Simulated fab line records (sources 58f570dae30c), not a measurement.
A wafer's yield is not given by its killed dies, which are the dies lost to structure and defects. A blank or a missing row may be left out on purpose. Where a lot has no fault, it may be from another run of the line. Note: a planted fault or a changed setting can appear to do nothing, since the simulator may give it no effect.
Split-lot study | flow berkeley-cmos170 | 23 wafers read across 5 lots, on a route 331 steps long

## THE SPLIT
At UCB170_NWELL_IMPLANT_14, the setting energy-kev was moved away from the recipe's 150 on 9 of the 23 wafers read, by -3.9% to +4.1%. The other wafers ran this setting at the recipe's value.

The reading is taken at the split's own step.

## THE READING
The simulator's own value implant.drp-nm, read by no gauge, in nm at UCB170_NWELL_IMPLANT_14. The file gives no usual value for it.

wafer  | tool, chamber at the split | energy-kev as run | against the recipe | implant.drp-nm, nm | against lot-mates on the recipe
L075.1 | implanter-01, 0            | 144.1             | -3.9%              | 60.79              | -1.93
L075.2 | implanter-01, 0            | 144.1             | -3.9%              | 60.79              | -1.93
L075.3 | implanter-01, 0            | 144.1             | -3.9%              | 60.79              | -1.93
L075.5 | implanter-01, 0            | 150               | recipe             | 62.72              | -
L075.6 | implanter-01, 0            | 150               | recipe             | 62.72              | -
L076.1 | implanter-03, 0            | 150               | recipe             | 62.72              | -
L076.4 | implanter-03, 0            | 150               | recipe             | 62.72              | -
L076.5 | implanter-03, 0            | 150               | recipe             | 62.72              | -
L076.2 | implanter-03, 0            | 156.1             | +4.1%              | 64.63              | +1.91
L076.3 | implanter-03, 0            | 156.1             | +4.1%              | 64.63              | +1.91
L077.1 | implanter-03, 0            | 150               | recipe             | 62.72              | -
L077.2 | implanter-03, 0            | 150               | recipe             | 62.72              | -
L077.3 | implanter-03, 0            | 150               | recipe             | 62.72              | -
L082.2 | implanter-04, 0            | 150               | recipe             | 62.72              | -
L082.3 | implanter-04, 0            | 150               | recipe             | 62.72              | -
L082.6 | implanter-04, 0            | 150               | recipe             | 62.72              | -
L082.4 | implanter-04, 0            | 153.6             | +2.4%              | 63.86              | +1.14
L082.5 | implanter-04, 0            | 153.6             | +2.4%              | 63.86              | +1.14
L083.1 | implanter-01, 0            | 150               | recipe             | 62.72              | -
L083.2 | implanter-01, 0            | 150               | recipe             | 62.72              | -
L083.4 | implanter-01, 0            | 150               | recipe             | 62.72              | -
L083.3 | implanter-01, 0            | 146.5             | -2.3%              | 61.58              | -1.14
L083.6 | implanter-01, 0            | 146.5             | -2.3%              | 61.58              | -1.14

FIT RESULTS
A straight line over all 23 wafers: implant.drp-nm changes by +0.481 nm for each +1% of energy-kev; r = +1.00; the points scatter about the line by 0.017 nm.
The same after taking each lot's own level away (the mean of its wafers on the recipe; 23 wafers): +0.481 nm for each +1%; r = +1.00; scatter 0.017 nm.
According to that fit, moving energy-kev by its largest amount changes the reading by 2 nm.
The lots' own levels span 62.720 to 62.720 nm.
The two slopes agree, so the slope changes little with the lot-to-lot level.
Check: for one of the wafers moved furthest among these (+4.1%), held out of the fit, the line's prediction against its lot-mates is +1.96 nm. It came out at +1.91 nm against them.

## THE OTHER SPLITS THESE WAFERS WENT THROUGH
These wafers also went through other splits before the reading. Each is held against what the fit with the lots' levels taken away leaves over:
other split on the same wafers | wafers away from the commonest value | r with implant.drp-nm (lot level and that fit taken away)
UCB170_ZERO_COAT_01 spin-rpm   | 7                                    | +0.05
UCB170_ZERO_EXPOSE_03 dose-mj  | 9                                    | -0.34

## THE WHOLE CHAIN: every reading that the file lists as answering this split, in the file's order
step                    | what it does | reading                                                         | change (the file's fit)              | r (the file's)
UCB170_NWELL_IMPLANT_14 |              | implant.rp-nm (the simulator's own value, which no gauge read)  | +1.98 nm for each +1% of the setting | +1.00
UCB170_NWELL_IMPLANT_14 |              | implant.drp-nm (the simulator's own value, which no gauge read) | +0.48 nm for each +1% of the setting | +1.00

## THE FILE'S OWN FIT
implant.drp-nm changes by +0.48 nm for each +1% of energy-kev, r = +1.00.
